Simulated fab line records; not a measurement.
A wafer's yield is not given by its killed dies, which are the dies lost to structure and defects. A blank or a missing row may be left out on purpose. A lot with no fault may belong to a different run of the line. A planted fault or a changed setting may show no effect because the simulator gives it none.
The tool behind it: which one? | flow berkeley_cmos170 | Sampling: 7 lots, 21 wafers, 3 of 331 route steps

== WHAT THE GAUGES SHOWED, per wafer ==
UCB170_V1_THK_MEAS_01.
lot  | measured     | on            | V1_TEOS_THK (nm)
L451 | day 7 23:45  | film_metro-04 | 1997 2014 2023
L454 | day 8 09:32  | film_metro-01 | 1981 1955 2008
L455 | day 9 00:55  | film_metro-01 | 1985 2009 2003
L460 | day 9 16:22  | film_metro-04 | 1978 2017 2011
L462 | day 11 01:05 | film_metro-04 | 2002 2013 2010
L466 | day 11 16:27 | film_metro-02 | 1964 1955 1981
L467 | day 12 02:30 | film_metro-04 | 3962 4005 4060

== TOOL THAT RAN EACH LOT (tool first, then ch and the chambers of the sampled wafers, then the start) ==
lot  | UCB170_SILICIDE_SPUTTER_01   | UCB170_V1_CVD_00
L451 | pvd_sputter-04, day 7 13:17  | pecvd-04 ch 0,2, day 7 23:35
L454 | pvd_sputter-04, day 8 00:47  | pecvd-02 ch 1,2, day 8 09:23
L455 | pvd_sputter-04, day 8 15:44  | pecvd-04 ch 0,2, day 9 00:44
L460 | pvd_sputter-02, day 9 06:00  | pecvd-03 ch 0,2, day 9 16:12
L462 | pvd_sputter-02, day 10 13:30 | pecvd-04 ch 0,1,2, day 11 00:59
L466 | pvd_sputter-02, day 11 06:40 | pecvd-04 ch 0,1, day 11 16:18
L467 | pvd_sputter-04, day 11 16:19 | pecvd-02 ch 0,1, day 12 02:01
- UCB170_SILICIDE_SPUTTER_01: material Ti, target thk 30 nm, time 25 s.
- UCB170_V1_CVD_00: deposits SiO2 from TEOS/O2, target thk 2000 nm, time 250 s.

== THE ANSWER, worked out from the rows above alone ==
Rule: the usual values come from the lots themselves. Put in order of their means at a reading, lots are off if they are a third of the lots or fewer, leave a main group of 4 or more, and stand apart from it by a gap of 3 or more times the standard deviation of the main group's means; of several such gaps the widest counts. If all means in a main group match to the digits the tables above print for the reading, that group is not used. Also off: a lot with no number at a reading for which 4 or more lots have one. Any other lot the step has rows for is counted as sound.
Off: L467, at UCB170_V1_THK_MEAS_01 (V1_TEOS_THK). Mean 1995 nm and standard deviation 16 in the main group.
If a tool, at a process step before that reading, ran all the lots that are off and no sound lot after the first of them, it fits. Those tools and the gauges at UCB170_V1_THK_MEAS_01 are tried in the same way. Can't be told from this: 3 tools fit, pvd_sputter-04 at UCB170_SILICIDE_SPUTTER_01, pecvd-02 at UCB170_V1_CVD_00, film_metro-04 at UCB170_V1_THK_MEAS_01.

== WHAT HAD BEEN PUT IN BY THE SIMULATOR ==
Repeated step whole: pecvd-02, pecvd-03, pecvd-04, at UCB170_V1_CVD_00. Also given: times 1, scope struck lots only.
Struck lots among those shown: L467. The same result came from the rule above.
